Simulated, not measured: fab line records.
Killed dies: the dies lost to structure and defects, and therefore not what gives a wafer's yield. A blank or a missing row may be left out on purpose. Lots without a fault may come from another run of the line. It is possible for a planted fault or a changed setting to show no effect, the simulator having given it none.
Which tool did it? | flow rit cmos | Sampling: 14 lots, 42 wafers, 4 of 202 route steps

== WHAT THE GAUGES SHOWED, per wafer ==
RIT_PWELL_TW_MEAS_10. Usual: PWELL_TW gives 941 (standard deviation 6.6).
lot  | measured    | on            | PWELL_TW    | flag
L322 | day 2 08:57 | film metro-03 | 935 931 936 |
L323 | day 2 15:01 | film metro-04 | 940 943 942 |
L324 | day 2 15:42 | film metro-03 | 935 930 929 |
L325 | day 2 23:58 | film metro-01 | 938 938 941 |
L326 | day 3 03:38 | film metro-03 | 934 929 937 |
L327 | day 3 06:19 | film metro-03 | 936 937 935 |
L328 | day 3 11:12 | film metro-04 | 949 947 950 |
L329 | day 3 18:52 | film metro-01 | 943 942 945 |
L330 | day 3 23:04 | film metro-01 | 940 943 939 |
L333 | day 4 14:10 | film metro-03 | 30 30 30    | OFF
L334 | day 4 16:18 | film metro-04 | 30 30 30    | OFF
L336 | day 5 05:04 | film metro-01 | 944 936 947 |
L342 | day 6 18:16 | film metro-04 | 949 950 952 |
L343 | day 6 18:30 | film metro-01 | 944 941 940 |

RIT_NRETRO_TW_MEAS_10. Usual: NRETRO_TW gives 1044 (standard deviation 8.8).
lot  | measured    | on            | NRETRO_TW      | flag
L322 | day 2 16:36 | film metro-01 | 1031 1033 1031 |
L323 | day 2 22:34 | film metro-02 | 1062 1062 1060 |
L324 | day 2 23:28 | film metro-04 | 1039 1038 1036 |
L325 | day 3 06:50 | film metro-01 | 1033 1037 1038 |
L326 | day 3 12:03 | film metro-02 | 1051 1046 1046 |
L327 | day 3 14:02 | film metro-02 | 1045 1046 1051 |
L328 | day 3 19:07 | film metro-02 | 1045 1051 1051 |
L329 | day 4 01:56 | film metro-01 | 1032 1031 1032 |
L330 | day 4 09:01 | film metro-02 | 1055 1060 1064 |
L333 | day 4 22:37 | film metro-04 | 30 30 30       | OFF
L334 | day 4 23:12 | film metro-02 | 30 30 30       | OFF
L336 | day 5 12:17 | film metro-01 | 1034 1038 1038 |
L342 | day 7 04:28 | film metro-04 | 1041 1045 1044 |
L343 | day 7 02:36 | film metro-04 | 1043 1047 1041 |

RIT_PRETRO_TW_MEAS_10. Usual: PRETRO_TW gives 470 (standard deviation 5.2).
lot  | measured    | on            | PRETRO_TW   | flag
L322 | day 2 18:09 | film metro-02 | 478 479 478 |
L323 | day 3 00:15 | film metro-03 | 466 463 465 |
L324 | day 3 01:08 | film metro-01 | 468 469 468 |
L325 | day 3 08:31 | film metro-01 | 466 470 468 |
L326 | day 3 13:44 | film metro-03 | 467 466 464 |
L327 | day 3 15:35 | film metro-01 | 466 467 465 |
L328 | day 3 20:40 | film metro-03 | 464 468 465 |
L329 | day 4 03:37 | film metro-03 | 465 465 466 |
L330 | day 4 10:41 | film metro-02 | 479 480 477 |
L333 | day 5 00:10 | film metro-01 | 30 30 30    | OFF
L334 | day 5 00:45 | film metro-01 | 30 30 30    | OFF
L336 | day 5 14:04 | film metro-03 | 467 464 463 |
L342 | day 7 06:28 | film metro-01 | 471 468 471 |
L343 | day 7 04:19 | film metro-01 | 468 469 471 |

== WHAT TOOL EACH LOT RAN ON (gives the tool, then ch and the chambers of the sampled wafers, and finally the start) ==
lot  | RIT_NWELL_STRIP_09
L322 | plasma asher-02 ch 0,1, day 2 07:01
L323 | plasma asher-02 ch 0,1, day 2 13:05
L324 | plasma asher-04 ch 1, day 2 13:58
L325 | plasma asher-02 ch 0,1, day 2 22:12
L326 | plasma asher-03 ch 0,1, day 3 01:49
L327 | plasma asher-03 ch 0,1, day 3 04:28
L328 | plasma asher-03 ch 0,1, day 3 09:21
L329 | plasma asher-02 ch 0,1, day 3 16:53
L330 | plasma asher-04 ch 0,1, day 3 21:11
L333 | plasma asher-03 ch 0,1, day 4 12:29
L334 | plasma asher-04 ch 0,1, day 4 14:34
L336 | plasma asher-04 ch 0,1, day 5 03:22
L342 | plasma asher-02 ch 0,1, day 6 16:25
L343 | plasma asher-04 ch 0,1, day 6 16:39
- RIT_NWELL_STRIP_09: strips in O2, time 180 s.

== AS READ BY THE TOOLS THEMSELVES (means over the sampled wafers that have a number; for cases with no such wafer, the mark the record gives instead) ==
RIT_NWELL_STRIP_09. Usual: chamber pressure mTorr 4000 mTorr, standard deviation 3.7; drypump motor current A 5.8 A, standard deviation 0.48.
lot  | tool            | chamber pressure mTorr (mTorr) | drypump motor current A (A) | flag
L322 | plasma asher-02 | 3999                           | 5.6                         |
L323 | plasma asher-02 | 3998                           | 6.1                         |
L324 | plasma asher-04 | 4001                           | 5.7                         |
L325 | plasma asher-02 | 3998                           | 5.6                         |
L326 | plasma asher-03 | 4002                           | 5.7                         |
L327 | plasma asher-03 | 3995                           | 6.0                         |
L328 | plasma asher-03 | 4000                           | 5.7                         |
L329 | plasma asher-02 | 4000                           | 5.6                         |
L330 | plasma asher-04 | 4002                           | 5.8                         |
L333 | plasma asher-03 | -                              | -                           | OFF
L334 | plasma asher-04 | -                              | -                           | OFF
L336 | plasma asher-04 | 3999                           | 5.8                         |
L342 | plasma asher-02 | 4001                           | 6.1                         |
L343 | plasma asher-04 | 4006                           | 5.7                         |

== THE ANSWER, worked out from the rows above alone ==
Rule: lot off if the mean of its wafers having a number is beyond 3 standard deviations from the usual mean. A lot without any number at a reading at which 4 lots or more have one is off too. The other lots that the step has rows for count as sound. First the gauges in route order, then the tools' own readings, where a lot's mean is used as printed above. The first step at which some lot is off is used, and at that step the reading that is off furthest; a lot without a number counts as furthest.
Off: L333, L334, seen at RIT_PWELL_TW_MEAS_10 (PWELL_TW).
A tool fits if, at a process step before that reading, it ran every lot that is off, and no sound lot after the first of them. Not tried: the gauges at RIT_PWELL_TW_MEAS_10; whatever is off there is also off at RIT_PRETRO_TW_MEAS_10, on other tools, and gauge error can't account for it. Of those tried, none fits.

== WHAT THE SIMULATOR HAD PUT IN ==
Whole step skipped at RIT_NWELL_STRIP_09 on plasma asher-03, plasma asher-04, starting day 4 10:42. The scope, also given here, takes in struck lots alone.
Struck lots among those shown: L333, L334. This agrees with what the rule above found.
